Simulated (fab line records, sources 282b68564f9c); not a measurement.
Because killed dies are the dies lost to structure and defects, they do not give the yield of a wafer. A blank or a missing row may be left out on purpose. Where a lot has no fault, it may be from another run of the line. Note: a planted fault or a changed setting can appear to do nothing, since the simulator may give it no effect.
Which tool did it? / flow rit-cmos / 7 lots, 21 wafers sampled, at 2 steps of a route of 202

WHAT EACH GAUGE READ, for each wafer
RIT_SDANNEAL_RS_MEAS_05: measures by four-point-probe.
lot=L465; measured=day 3 09:00; on=film-metro-03; NSD_RS (ohm/sq)=83.8 84.1 83.9
lot=L469; measured=day 4 06:50; on=film-metro-03; NSD_RS (ohm/sq)=84.2 84.4 84.4
lot=L472; measured=day 4 21:40; on=film-metro-03; NSD_RS (ohm/sq)=84.4 84.5 84.7
lot=L474; measured=day 5 11:39; on=film-metro-04; NSD_RS (ohm/sq)=84.2 84.5 84.4
lot=L481; measured=day 6 20:47; on=film-metro-04; NSD_RS (ohm/sq)=84.8 84.5 84.6
lot=L485; measured=day 7 16:42; on=film-metro-03; NSD_RS (ohm/sq)=85.8 85.6 85.5
lot=L487; measured=day 7 23:53; on=film-metro-01; NSD_RS (ohm/sq)=84.7 84.7 84.4

WHAT TOOL EACH LOT RAN ON (gives the tool, then ch and the chambers of the sampled wafers, and finally the start)
lot=L465; RIT_NSD_IMPLANT_08=implanter-03 ch 0, day 3 06:32
lot=L469; RIT_NSD_IMPLANT_08=implanter-03 ch 0, day 4 04:22
lot=L472; RIT_NSD_IMPLANT_08=implanter-01 ch 0, day 4 19:17
lot=L474; RIT_NSD_IMPLANT_08=implanter-01 ch 0, day 5 09:18
lot=L481; RIT_NSD_IMPLANT_08=implanter-03 ch 0, day 6 18:26
lot=L485; RIT_NSD_IMPLANT_08=implanter-03 ch 0, day 7 14:05
lot=L487; RIT_NSD_IMPLANT_08=implanter-01 ch 0, day 7 21:31
- RIT_NSD_IMPLANT_08

THE ANSWER, worked out from the rows above alone
Rule: what is usual is taken from the lots themselves. The widest of any qualifying gaps counts: lots, ordered by their means at a reading, are off when they make up no more than a third of the lots, leave a main group of 4 or more, and stand apart from it by 3 or more times the standard deviation of that group's means. If all means in a main group match to the digits the tables above print for the reading, that group is not used. Also off: a lot with no number at a reading for which 4 or more lots have one. The other lots that the step has rows for count as sound.
Off: at RIT_SDANNEAL_RS_MEAS_05 (NSD_RS), L485. Main group: mean 84.4 ohm/sq, sd 0.24.
If a tool, at a process step before that reading, ran all the lots that are off and no sound lot after the first of them, it fits. The gauges at RIT_SDANNEAL_RS_MEAS_05 are tried like those tools. Undecided on this evidence; 2 tools fit (implanter-03 at RIT_NSD_IMPLANT_08, film-metro-03 at RIT_SDANNEAL_RS_MEAS_05).

WHAT THE SIMULATOR HAD PUT IN
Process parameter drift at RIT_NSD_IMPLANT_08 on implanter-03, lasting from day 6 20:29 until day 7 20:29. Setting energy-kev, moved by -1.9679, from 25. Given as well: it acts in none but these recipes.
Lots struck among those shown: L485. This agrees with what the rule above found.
